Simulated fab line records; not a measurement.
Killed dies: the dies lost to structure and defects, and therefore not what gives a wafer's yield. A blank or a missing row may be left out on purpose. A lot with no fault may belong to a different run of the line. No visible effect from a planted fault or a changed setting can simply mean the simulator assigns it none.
fab line records | flow rit_cmos
record: lots: 5 wafers: 23
route steps=202 shown ACTIVE@7 FOX1@20 NWELL@29 PWELL@40 WELLDRIVE@50 PRETRO@65
start_h: hours from the record's opening day to when the first of the lot's shown wafers began | wait_h: time in hours since the lot's previous step | " unchanged from the row above | L1.1+2: one row covering several wafers at once | - value missing, or start not given | * or withheld: withheld | < > ~ a bound
route shown NAME@n: NAME is a module with steps in the file, n the number in the route of the first one | usual: the fault-free wafers' mean and standard deviation | same: alike in all rows | chamber/n: place in a boat | sites: the reading at each site | _std_site: the values' standard deviation | _edge_site: mean of outer sites minus mean of inner sites | radius_mm: how far each site lies from the wafer's centre | mask NAME#n: copy n | behind: tool/chamber where the wafer was last shaped | hold: cause of the lot's hold/its duration in hours/its outcome | device: whichever transistor did not switch (one of n, p or np) | end of line: at the end of the route, the tests of the same wafers | a step given without rows: its recipe and nothing more | killed: count of dies lost to structure and defects at first sort (not the wafer's yield) | map: the dies of a wafer, with x for killed, . for not killed, _ for no die there
set.NAME: the run value of the setting; set.NAME@STEP: its run value at that earlier step | model.NAME: the simulator's own value behind a step, which no gauge read
lots with deliberately changed settings; one table per step, one row per wafer
== steps ==
step: RIT_ACTIVE_COAT_06
recipe: resist: NOVOLAK spin_rpm: 3250 resist_thk_nm: 1000
columns lot.wafer tool chamber start_h wait_h set.spin_rpm model.NOVOLAK_of_ACTIVE_COAT_06.thk_nm
L076.1 litho_track-01 0 24.30 0.1 3250 1005
L076.2 " 0 " " 3250 1003
L076.3 " 0 " " 3148 1018
L076.4 " 0 " " 3250 1004
L076.6 " 0 " " 3148 1019
L078.2+4 litho_track-04 0 33.96 0.1 3250 1001
L078.3 " 0 " " 3250 1002
L079.1 litho_track-03 0 38.86 0.1 3405 974.3
L079.2 " 0 " " 3250 1000
L079.3 " 0 " " 3250 997.1
L079.5 " 0 " " 3405 975.4
L079.6 " 0 " " 3250 1002
L084.2+6 litho_track-01 0 67.94 0.1 3031 1033
L084.3 " 0 " " 3250 997.6
L084.4 " 0 " " 3250 996.9
L084.5 " 0 " " 3250 996.1
L085.2 litho_track-04 0 71.19 0.1 3250 998.3
L085.3 " 0 " " 3403 972.8
L085.4 " 0 " " 3250 995.6
L085.5 " 0 " " 3403 976.4
L085.6 " 0 " " 3250 995.8
step: RIT_ACTIVE_EXPOSE_08
recipe: mask_id: M1 na: 0.6 source_shape: conventional sigma_outer: 0.6 target_cd_nm: 1400 dose_mj: 225
columns lot.wafer tool chamber start_h wait_h mask set.dose_mj
L076.1+3+6 iline_stepper-02 0 24.73 0.2 M1#0 220.7
L076.2+4 " 0 " " M1#0 225
L078.2+3+4 iline_stepper-02 0 34.25 0.1 M1#0 225
L079.1+5+6 iline_stepper-01 0 39.29 0.2 M1#0 225
L079.2+3 " 0 " " M1#0 236.6
L084.2+4 iline_stepper-01 0 68.46 0.3 M1#0 225
L084.3+5+6 " 0 " " M1#0 234
L085.2+4+5 iline_stepper-01 0 71.48 0.1 M1#0 225
L085.3+6 " 0 " " M1#0 229.6
step: RIT_ACTIVE_PEB_09
recipe: resist: NOVOLAK temp_c: withheld time_s: withheld
step: RIT_ACTIVE_DEVELOP_10
recipe: resist: NOVOLAK develop_time_s: 50 dev_temp_c: 23
step: RIT_ACTIVE_CD_MEAS_11
recipe: target_cd_nm: 1400
usual: cd_nm: 1399.7/1.6
columns lot.wafer tool chamber start_h wait_h set.dose_mj@ACTIVE_EXPOSE_08 cd_nm
L076.1 cd_sem-02 - 25.13 - 220.7 1403.9
L076.2 " - " " 225 1400.0
L076.3 " - " " 220.7 1406.5
L076.4 " - " " 225 1399.8
L076.6 " - " " 220.7 1408.2
L078.2 cd_sem-02 - 34.65 - 225 1401.2
L078.3 " - " " 225 1399.5
L078.4 " - " " 225 1402.3
L079.1 cd_sem-01 - 39.69 - 225 1394.3
L079.2 " - " " 236.6 1384.3
L079.3 " - " " 236.6 1383.6
L079.5 " - " " 225 1395.2
L079.6 " - " " 225 1398.9
L084.2 cd_sem-01 - 68.86 - 225 1404.8
L084.3 " - " " 234 1388.6
L084.4 " - " " 225 1400.8
L084.5 " - " " 234 1387.9
L084.6 " - " " 234 1391.5
L085.2 cd_sem-02 - 72.05 - 225 1399.9
L085.3 " - " " 229.6 1391.2
L085.4 " - " " 225 1397.1
L085.5 " - " " 225 1396.7
L085.6 " - " " 229.6 1395.0
step: RIT_ACTIVE_HARDBAKE_12
recipe: resist: NOVOLAK temp_c: 140 time_s: 60
columns lot.wafer tool chamber start_h wait_h set.spin_rpm@ACTIVE_COAT_06 model.NOVOLAK_of_ACTIVE_COAT_06.thk_nm
L076.1 litho_track-03 0 25.25 0.1 3250 888.2
L076.2 " 0 " " 3250 886.4
L076.3 " 0 " " 3148 899.9
L076.4 " 0 " " 3250 887.1
L076.6 " 0 " " 3148 900
L078.2 litho_track-04 0 34.78 0.1 3250 884.5
L078.3 " 0 " " 3250 885.5
L078.4 " 0 " " 3250 884.3
L079.1 litho_track-03 0 39.81 0.1 3405 861.3
L079.2 " 0 " " 3250 883.8
L079.3 " 0 " " 3250 881.3
L079.5 " 0 " " 3405 862.2
L079.6 " 0 " " 3250 885.8
L084.2 litho_track-01 0 68.99 0.1 3031 912.8
L084.3 " 0 " " 3250 881.6
L084.4 " 0 " " 3250 881.1
L084.5 " 0 " " 3250 880.3
L084.6 " 0 " " 3031 912.4
L085.2 litho_track-01 0 72.32 0.2 3250 882.3
L085.3 " 0 " " 3403 860
L085.4+6 " 0 " " 3250 880
L085.5 " 0 " " 3403 863.1
step: RIT_ACTIVE_ETCH_13
recipe: stop_on: SiO2 chemistry: SF6 target: Si3N4 time_s: 210 over_etch_frac: 0.4 SF6_flow_sccm: 200 pressure_mtorr: 260 rf_w: 125 target_depth_a: 2100
columns lot.wafer tool chamber start_h wait_h set.spin_rpm@ACTIVE_COAT_06 set.dose_mj@ACTIVE_EXPOSE_08 model.ACTIVE.cd_nm model.NOVOLAK_of_ACTIVE_COAT_06.thk_nm
L076.1 rie_diel-01 2 25.40 0.1 3250 220.7 - 656.4
L076.2 " 0 " " 3250 225 1399 653.1
L076.3 " 3 " " 3148 220.7 1406 681.9
L076.4 " 1 " " 3250 225 1400 658.1
L076.6 " 2 " " 3148 220.7 1408 670.7
L078.2 rie_diel-01 0 34.90 0.1 3250 225 1401 654.9
L078.3 " 2 " " 3250 225 1400 659.1
L078.4 " 1 " " 3250 225 1402 659.9
L079.1 rie_diel-02 2 39.96 0.1 3405 225 1394 623.5
L079.2 " 1 " " 3250 236.6 1385 661.8
L079.3 " 3 " " 3250 236.6 1384 642
L079.5 " 1 " " 3405 225 1395 642.6
L079.6 " 3 " " 3250 225 1398 647.3
L084.2 rie_diel-01 0 69.11 0.1 3031 225 1405 682.6
L084.3 " 3 " " 3250 234 1389 664.6
L084.4 " 2 " " 3250 225 1401 650.9
L084.5 " 2 " " 3250 234 1388 649.5
L084.6 " 3 " " 3031 234 1391 695.3
L085.2 rie_diel-02 0 72.44 0.1 3250 225 1400 652.1
L085.3 " 2 " " 3403 229.6 1391 621.9
L085.4 " 3 " " 3250 225 1397 642.8
L085.5 " 2 " " 3403 225 1397 627.5
L085.6 " 3 " " 3250 229.6 1395 642
step: RIT_ACTIVE_STRIP_14
recipe: chemistry: O2 time_s: 180 resist: NOVOLAK platen_temp_c: withheld power_w: 500 pressure_mtorr: 4000 o2_flow_sccm: 4000
step: RIT_ACTIVE_CD_MEAS_90
recipe: target_cd_nm: 1400
usual: cd_nm: 1399.6/1.7
columns lot.wafer tool chamber start_h wait_h set.dose_mj@ACTIVE_EXPOSE_08 cd_nm
L076.1 cd_sem-01 - 25.71 0.1 220.7 1404.0
L076.2 " - " " 225 1399.4
L076.3 " - " " 220.7 1406.5
L076.4 " - " " 225 1400.2
L076.6 " - " " 220.7 1407.9
L078.2 cd_sem-02 - 35.23 0.1 225 1400.6
L078.3 " - " " 225 1399.6
L078.4 " - " " 225 1402.4
L079.1 cd_sem-02 - 40.26 0.1 225 1394.4
L079.2 " - " " 236.6 1384.4
L079.3 " - " " 236.6 1383.7
L079.5 " - " " 225 1395.0
L079.6 " - " " 225 1398.7
L084.2 cd_sem-02 - 69.44 0.1 225 1405.0
L084.3 " - " " 234 1388.8
L084.4 " - " " 225 1401.3
L084.5 " - " " 234 1387.9
L084.6 " - " " 234 1391.3
L085.2 cd_sem-02 - 72.81 0.1 225 1399.8
L085.3 " - " " 229.6 1391.0
L085.4 " - " " 225 1397.0
L085.5 " - " " 225 1396.3
L085.6 " - " " 229.6 1394.8
step: RIT_FOX1_OXIDATION_00
recipe: temp_c: 1100 ambient: H2O target_thk_a: 3507 p_h2o_torr: 720 ox_time_s: 1130
columns lot.wafer tool chamber start_h wait_h set.ox_time_s model.SiO2_of_FOX1_OXIDATION_00.thk_nm
L076.1 - - - 1.2 1006 326.5
L076.2 " - " " 1006 331.7
L076.3 " - " " 1006 332.4
L076.4 " - " " 1006 326.3
L076.6 " - " " 1006 327.7
L078.2 furnace-01 0 36.24 0.0 1130 355
L078.3 " 0 " " 1130 350.2
L078.4 " 0 " " 1130 351.7
L079.1 - - - 3.3 1262 378.9
L079.2 " - " " 1262 376.5
L079.3 " - " " 1262 377.8
L079.5 " - " " 1262 375.1
L079.6 " - " " 1262 374.5
L084.2 - - - 0.9 1130 347.9
L084.3 " - " " 1130 351.9
L084.4 " - " " 1130 345.6
L084.5 " - " " 1130 355.1
L084.6 " - " " 1130 352.5
L085.2 - - - 0.0 1179 351.8
L085.3 " - " " 1179 352.8
L085.4 " - " " 1179 348.5
L085.5 " - " " 1179 351
L085.6 " - " " 1179 357
step: RIT_FOX1_THK_MEAS_01
recipe: reads: SiO2_of_FOX1_OXIDATION_00
usual: FOX1_OXIDE_THK: 351/7.8
columns lot.wafer tool chamber start_h wait_h set.ox_time_s@FOX1_OXIDATION_00 FOX1_OXIDE_THK[nm]
L076.1 film_metro-04 - - - 1006 326
L076.2 " - " " 1006 332
L076.3 " - " " 1006 333
L076.4 " - " " 1006 326
L076.6 " - " " 1006 328
L078.2 film_metro-03 - 37.56 0.0 1130 355
L078.3 " - " " 1130 351
L078.4 " - " " 1130 352
L079.1 film_metro-04 - - - 1262 379
L079.2 " - " " 1262 377
L079.3 " - " " 1262 378
L079.5 " - " " 1262 375
L079.6 " - " " 1262 375
L084.2 film_metro-04 - - - 1130 348
L084.3 " - " " 1130 352
L084.4 " - " " 1130 345
L084.5 " - " " 1130 355
L084.6 " - " " 1130 353
L085.2 film_metro-03 - - - 1179 352
L085.3 " - " " 1179 353
L085.4 " - " " 1179 349
L085.5 " - " " 1179 351
L085.6 " - " " 1179 357
step: RIT_NWELL_COAT_01
recipe: resist: NOVOLAK spin_rpm: 2000 resist_thk_nm: 1300
columns lot.wafer tool chamber start_h wait_h set.resist_thk_nm model.NOVOLAK_of_NWELL_COAT_01.thk_nm
L076.1 litho_track-04 0 32.22 0.1 1300 1307
L076.2+3+6 " 0 " " 1300 1305
L076.4 " 0 " " 1300 1308
L078.2 litho_track-02 0 40.91 0.1 1300 1294
L078.3 " 0 " " 1300 1296
L078.4 " 0 " " 1300 1292
L079.1 litho_track-02 0 53.29 0.1 1300 1306
L079.2 " 0 " " 1300 1304
L079.3 " 0 " " 1300 1301
L079.5 " 0 " " 1251 1254
L079.6 " 0 " " 1251 1253
L084.2 litho_track-04 0 74.82 0.1 1300 1302
L084.3 " 0 " " 1300 1303
L084.4 " 0 " " 1255 1256
L084.5 " 0 " " 1255 1253
L084.6 " 0 " " 1255 1261
L085.2 litho_track-02 0 77.28 0.1 1300 1296
L085.3 " 0 " " 1354 1350
L085.4+5 " 0 " " 1354 1353
L085.6 " 0 " " 1300 1300
step: RIT_NWELL_SOFTBAKE_02
recipe: resist: NOVOLAK temp_c: 90 time_s: 60
step: RIT_NWELL_EXPOSE_03
recipe: mask_id: M2 na: 0.57 target_cd_nm: 43900 dose_mj: 250
step: RIT_NWELL_DEVELOP_05
recipe: resist: NOVOLAK develop_time_s: 68 dev_temp_c: 23
step: RIT_NWELL_HARDBAKE_07
recipe: resist: NOVOLAK temp_c: 140 time_s: 120
columns lot.wafer tool chamber start_h wait_h set.resist_thk_nm@NWELL_COAT_01 model.NOVOLAK_of_NWELL_COAT_01.thk_nm
L076.1 litho_track-03 0 32.98 0.0 1300 1143
L076.2+6 " 0 " " 1300 1141
L076.3 " 0 " " 1300 1142
L076.4 " 0 " " 1300 1144
L078.2 litho_track-02 0 41.70 0.1 1300 1132
L078.3 " 0 " " 1300 1133
L078.4 " 0 " " 1300 1130
L079.1 litho_track-03 0 54.18 0.0 1300 1142
L079.2 " 0 " " 1300 1140
L079.3 " 0 " " 1300 1138
L079.5+6 " 0 " " 1251 1097
L084.2 litho_track-02 0 75.72 0.1 1300 1139
L084.3 " 0 " " 1300 1140
L084.4 " 0 " " 1255 1099
L084.5 " 0 " " 1255 1096
L084.6 " 0 " " 1255 1103
L085.2 litho_track-03 0 78.19 0.1 1300 1133
L085.3 " 0 " " 1354 1180
L085.4 " 0 " " 1354 1183
L085.5 " 0 " " 1354 1182
L085.6 " 0 " " 1300 1137
step: RIT_NWELL_IMPLANT_08
recipe: species: P energy_kev: 170 dose_cm2: 5e+13 tilt_deg: 7
columns lot.wafer tool chamber start_h wait_h set.dose_cm2
L076.1+2+6 implanter-01 0 33.23 0.2 5.112e+13
L076.3+4 " 0 " " 5e+13
L078.2+3+4 implanter-02 0 41.93 0.2 5e+13
L079.1+2+3+5+6 implanter-02 0 54.43 0.2 5e+13
L084.2+3+4 implanter-01 0 75.96 0.2 4.809e+13
L084.5+6 " 0 " " 5e+13
L085.2+5+6 implanter-04 0 78.43 0.2 5.342e+13
L085.3+4 " 0 " " 5e+13
step: RIT_NWELL_STRIP_09
recipe: chemistry: O2 time_s: 180 resist: NOVOLAK platen_temp_c: withheld power_w: 500 pressure_mtorr: 4000 o2_flow_sccm: 4000
step: RIT_NWELL_TW_MEAS_10
usual: NWELL_TW: 2162/15
columns lot.wafer tool chamber start_h wait_h set.dose_cm2@NWELL_IMPLANT_08 NWELL_TW
L076.1 film_metro-03 - 33.56 0.1 5.112e+13 2164
L076.2 " - " " 5.112e+13 2164
L076.3 " - " " 5e+13 2152
L076.4 " - " " 5e+13 2153
L076.6 " - " " 5.112e+13 2157
L078.2 film_metro-01 - 42.24 0.1 5e+13 2144
L078.3 " - " " 5e+13 2138
L078.4 " - " " 5e+13 2148
L079.1 film_metro-04 - 54.75 0.1 5e+13 2177
L079.2 " - " " 5e+13 2169
L079.3 " - " " 5e+13 2182
L079.5 " - " " 5e+13 2178
L079.6 " - " " 5e+13 2182
L084.2 film_metro-03 - 76.27 0.1 4.809e+13 2127
L084.3 " - " " 4.809e+13 2131
L084.4 " - " " 4.809e+13 2130
L084.5 " - " " 5e+13 2141
L084.6 " - " " 5e+13 2148
L085.2 film_metro-04 - 78.74 0.1 5.342e+13 2219
L085.3 " - " " 5e+13 2173
L085.4 " - " " 5e+13 2167
L085.5 " - " " 5.342e+13 2213
L085.6 " - " " 5.342e+13 2217
step: RIT_PWELL_COAT_01
recipe: resist: NOVOLAK spin_rpm: 2000 resist_thk_nm: 1300
columns lot.wafer tool chamber start_h wait_h set.resist_thk_nm model.NOVOLAK_of_PWELL_COAT_01.thk_nm
L076.1 litho_track-01 0 33.77 0.1 1300 1298
L076.2 " 0 " " 1244 1246
L076.3 " 0 " " 1300 1301
L076.4 " 0 " " 1300 1300
L076.6 " 0 " " 1244 1242
L078.2 litho_track-02 0 42.46 0.1 1300 1305
L078.3 " 0 " " 1300 1310
L078.4 " 0 " " 1300 1306
L079.1 litho_track-01 0 54.96 0.1 1300 1302
L079.2 " 0 " " 1233 1232
L079.3 " 0 " " 1300 1304
L079.5 " 0 " " 1300 1299
L079.6 " 0 " " 1233 1234
L084.2+5 litho_track-02 0 76.49 0.1 1300 1302
L084.3+6 " 0 " " 1340 1344
L084.4 " 0 " " 1300 1303
L085.2 litho_track-02 0 78.96 0.1 1300 1300
L085.3 " 0 " " 1254 1254
L085.4 " 0 " " 1300 1302
L085.5 " 0 " " 1254 1258
L085.6 " 0 " " 1254 1256
step: RIT_PWELL_SOFTBAKE_02
recipe: resist: NOVOLAK temp_c: 90 time_s: 60
step: RIT_PWELL_EXPOSE_03
recipe: mask_id: M3 na: 0.57 target_cd_nm: 43700 dose_mj: 250
step: RIT_PWELL_DEVELOP_05
recipe: resist: NOVOLAK develop_time_s: 68 dev_temp_c: 23
step: RIT_PWELL_HARDBAKE_07
recipe: resist: NOVOLAK temp_c: 140 time_s: 120
columns lot.wafer tool chamber start_h wait_h set.resist_thk_nm@PWELL_COAT_01 model.NOVOLAK_of_PWELL_COAT_01.thk_nm
L076.1 litho_track-03 0 34.66 0.0 1300 1135
L076.2 " 0 " " 1244 1090
L076.3 " 0 " " 1300 1138
L076.4 " 0 " " 1300 1137
L076.6 " 0 " " 1244 1087
L078.2 litho_track-03 0 43.72 0.4 1300 1141
L078.3 " 0 " " 1300 1146
L078.4 " 0 " " 1300 1142
L079.1 litho_track-02 0 55.73 0.0 1300 1138
L079.2 " 0 " " 1233 1078
L079.3 " 0 " " 1300 1140
L079.5 " 0 " " 1300 1136
L079.6 " 0 " " 1233 1080
L084.2 litho_track-01 0 77.40 0.1 1300 1138
L084.3+6 " 0 " " 1340 1175
L084.4 " 0 " " 1300 1140
L084.5 " 0 " " 1300 1139
L085.2 litho_track-01 0 79.74 0.1 1300 1137
L085.3 " 0 " " 1254 1097
L085.4 " 0 " " 1300 1138
L085.5 " 0 " " 1254 1101
L085.6 " 0 " " 1254 1099
step: RIT_PWELL_STRIP_09
recipe: chemistry: O2 time_s: 180 resist: NOVOLAK platen_temp_c: withheld power_w: 500 pressure_mtorr: 4000 o2_flow_sccm: 4000
columns lot.wafer tool chamber start_h wait_h set.o2_flow_sccm
L076.1+2 plasma_asher-02 1,0 35.06 0.1 3732
L076.3+4+6 " 0,1,0 " " 4000
L078.2+3+4 plasma_asher-01 0,0,1 44.08 0.1 4000
L079.1+2+6 plasma_asher-01 1,0,1 56.13 0.1 3718
L079.3+5 " 1,0 " " 4000
L084.2+3+5 plasma_asher-02 0 77.76 0.1 4000
L084.4+6 " 1 " " 3604
L085.2+3+4+5+6 plasma_asher-02 0,1,0,1,0 80.13 0.1 4000
step: RIT_WELLDRIVE_ANNEAL_00
recipe: temp_c: 1100 time_s: 14700 ambient: N2
step: RIT_WELLDRIVE_RS_MEAS_01
recipe: thk_meas_gauge: four-point-probe
usual: NWELL_RS: 275.2/0.8
columns lot.wafer tool chamber start_h wait_h set.dose_cm2@NWELL_IMPLANT_08 NWELL_RS[ohm/sq]
L076.1 film_metro-04 - 40.62 0.0 5.112e+13 271.9
L076.2 " - " " 5.112e+13 271.6
L076.3 " - " " 5e+13 274.9
L076.4 " - " " 5e+13 275.4
L076.6 " - " " 5.112e+13 272.6
L078.2 film_metro-03 - 50.91 0.0 5e+13 276.5
L078.3 " - " " 5e+13 276.5
L078.4 " - " " 5e+13 276.3
L079.1 film_metro-04 - 65.97 0.0 5e+13 275.8
L079.2 " - " " 5e+13 275.7
L079.3 " - " " 5e+13 274.6
L079.5 " - " " 5e+13 275.3
L079.6 " - " " 5e+13 275.3
L084.2 film_metro-03 - 84.43 0.0 4.809e+13 281.1
L084.3 " - " " 4.809e+13 281.3
L084.4 " - " " 4.809e+13 280.8
L084.5 " - " " 5e+13 275.6
L084.6 " - " " 5e+13 274.9
L085.2 film_metro-03 - 87.24 0.0 5.342e+13 265.6
L085.3 " - " " 5e+13 276.0
L085.4 " - " " 5e+13 276.6
L085.5 " - " " 5.342e+13 265.5
L085.6 " - " " 5.342e+13 265.0
step: RIT_PRETRO_COAT_01
recipe: resist: NOVOLAK spin_rpm: 2000 resist_thk_nm: 1300
columns lot.wafer tool chamber start_h wait_h set.spin_rpm model.NOVOLAK_of_PRETRO_COAT_01.thk_nm
L076.1+3 litho_track-01 0 42.56 0.1 2000 1297
L076.2 " 0 " " 2000 1299
L076.4 " 0 " " 2000 1296
L076.6 " 0 " " 2000 1294
L078.2 litho_track-01 0 52.98 0.1 2000 1294
L078.3 " 0 " " 2000 1291
L078.4 " 0 " " 2000 1288
L079.1 litho_track-03 0 68.24 0.1 2000 1304
L079.2 " 0 " " 2000 1300
L079.3 " 0 " " 1903 1333
L079.5 " 0 " " 1903 1335
L079.6 " 0 " " 1903 1336
L084.2 litho_track-01 0 86.50 0.1 2000 1304
L084.3 " 0 " " 2000 1298
L084.4 " 0 " " 1905 1333
L084.5 " 0 " " 1905 1334
L084.6 " 0 " " 2000 1296
L085.2+5 litho_track-01 0 89.29 0.1 2000 1301
L085.3 " 0 " " 2000 1304
L085.4 " 0 " " 2000 1302
L085.6 " 0 " " 2000 1299
step: RIT_PRETRO_SOFTBAKE_02
recipe: resist: NOVOLAK temp_c: 90 time_s: 60
step: RIT_PRETRO_EXPOSE_03
recipe: mask_id: M5 na: 0.57 target_cd_nm: 43700 dose_mj: 250
step: RIT_PRETRO_DEVELOP_05
recipe: resist: NOVOLAK develop_time_s: 66.21 dev_temp_c: 23
step: RIT_PRETRO_HARDBAKE_07
recipe: resist: NOVOLAK temp_c: 140 time_s: 120
columns lot.wafer tool chamber start_h wait_h set.spin_rpm@PRETRO_COAT_01 model.NOVOLAK_of_PRETRO_COAT_01.thk_nm
L076.1 litho_track-04 0 43.45 0.0 2000 1135
L076.2 " 0 " " 2000 1136
L076.3 " 0 " " 2000 1134
L076.4 " 0 " " 2000 1133
L076.6 " 0 " " 2000 1132
L078.2 litho_track-04 0 53.76 0.1 2000 1132
L078.3 " 0 " " 2000 1129
L078.4 " 0 " " 2000 1127
L079.1 litho_track-04 0 69.02 0.0 2000 1141
L079.2 " 0 " " 2000 1136
L079.3 " 0 " " 1903 1165
L079.5 " 0 " " 1903 1167
L079.6 " 0 " " 1903 1168
L084.2 litho_track-01 0 87.28 0.1 2000 1140
L084.3 " 0 " " 2000 1135
L084.4 " 0 " " 1905 1165
L084.5 " 0 " " 1905 1167
L084.6 " 0 " " 2000 1133
L085.2+5 litho_track-04 0 90.07 0.1 2000 1138
L085.3 " 0 " " 2000 1140
L085.4 " 0 " " 2000 1139
L085.6 " 0 " " 2000 1136
== key ==
split: step: RIT_ACTIVE_COAT_06 setting: spin_rpm stated: 3250 by: wafer
response: step: RIT_ACTIVE_COAT_06 reading: model.NOVOLAK_of_ACTIVE_COAT_06.thk_nm change: -5.11 per: 1% r: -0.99
response: step: RIT_ACTIVE_HARDBAKE_12 reading: model.NOVOLAK_of_ACTIVE_COAT_06.thk_nm change: -4.47 per: 1% r: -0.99
response: step: RIT_ACTIVE_ETCH_13 reading: model.NOVOLAK_of_ACTIVE_COAT_06.thk_nm change: -4.73 per: 1% r: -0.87
split: step: RIT_ACTIVE_EXPOSE_08 setting: dose_mj stated: 225 by: wafer
response: step: RIT_ACTIVE_CD_MEAS_11 reading: cd_nm change: -2.75 per: 1% r: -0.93
response: step: RIT_ACTIVE_ETCH_13 reading: model.ACTIVE.cd_nm change: -2.77 per: 1% r: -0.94
response: step: RIT_ACTIVE_CD_MEAS_90 reading: cd_nm change: -2.75 per: 1% r: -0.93
split: step: RIT_FOX1_OXIDATION_00 setting: ox_time_s stated: 1130 by: lot
response: step: RIT_FOX1_OXIDATION_00 reading: model.SiO2_of_FOX1_OXIDATION_00.thk_nm change: +2 per: 1% r: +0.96
response: step: RIT_FOX1_THK_MEAS_01 reading: FOX1_OXIDE_THK change: +1.99 per: 1% r: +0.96
split: step: RIT_NWELL_COAT_01 setting: resist_thk_nm stated: 1300 by: wafer
response: step: RIT_NWELL_COAT_01 reading: model.NOVOLAK_of_NWELL_COAT_01.thk_nm change: +13.2 per: 1% r: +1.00
response: step: RIT_NWELL_HARDBAKE_07 reading: model.NOVOLAK_of_NWELL_COAT_01.thk_nm change: +11.4 per: 1% r: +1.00
split: step: RIT_NWELL_IMPLANT_08 setting: dose_cm2 stated: 5e+13 by: wafer
response: step: RIT_NWELL_TW_MEAS_10 reading: NWELL_TW change: +5.89 per: 1% r: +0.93
response: step: RIT_WELLDRIVE_RS_MEAS_01 reading: NWELL_RS change: -1.56 per: 1% r: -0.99
split: step: RIT_PWELL_COAT_01 setting: resist_thk_nm stated: 1300 by: wafer
response: step: RIT_PWELL_COAT_01 reading: model.NOVOLAK_of_PWELL_COAT_01.thk_nm change: +13.1 per: 1% r: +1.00
response: step: RIT_PWELL_HARDBAKE_07 reading: model.NOVOLAK_of_PWELL_COAT_01.thk_nm change: +11.3 per: 1% r: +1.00
split: step: RIT_PWELL_STRIP_09 setting: o2_flow_sccm stated: 4000 by: wafer
response none clear
split: step: RIT_PRETRO_COAT_01 setting: spin_rpm stated: 2000 by: wafer
response: step: RIT_PRETRO_COAT_01 reading: model.NOVOLAK_of_PRETRO_COAT_01.thk_nm change: -6.96 per: 1% r: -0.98
response: step: RIT_PRETRO_HARDBAKE_07 reading: model.NOVOLAK_of_PRETRO_COAT_01.thk_nm change: -5.99 per: 1% r: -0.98
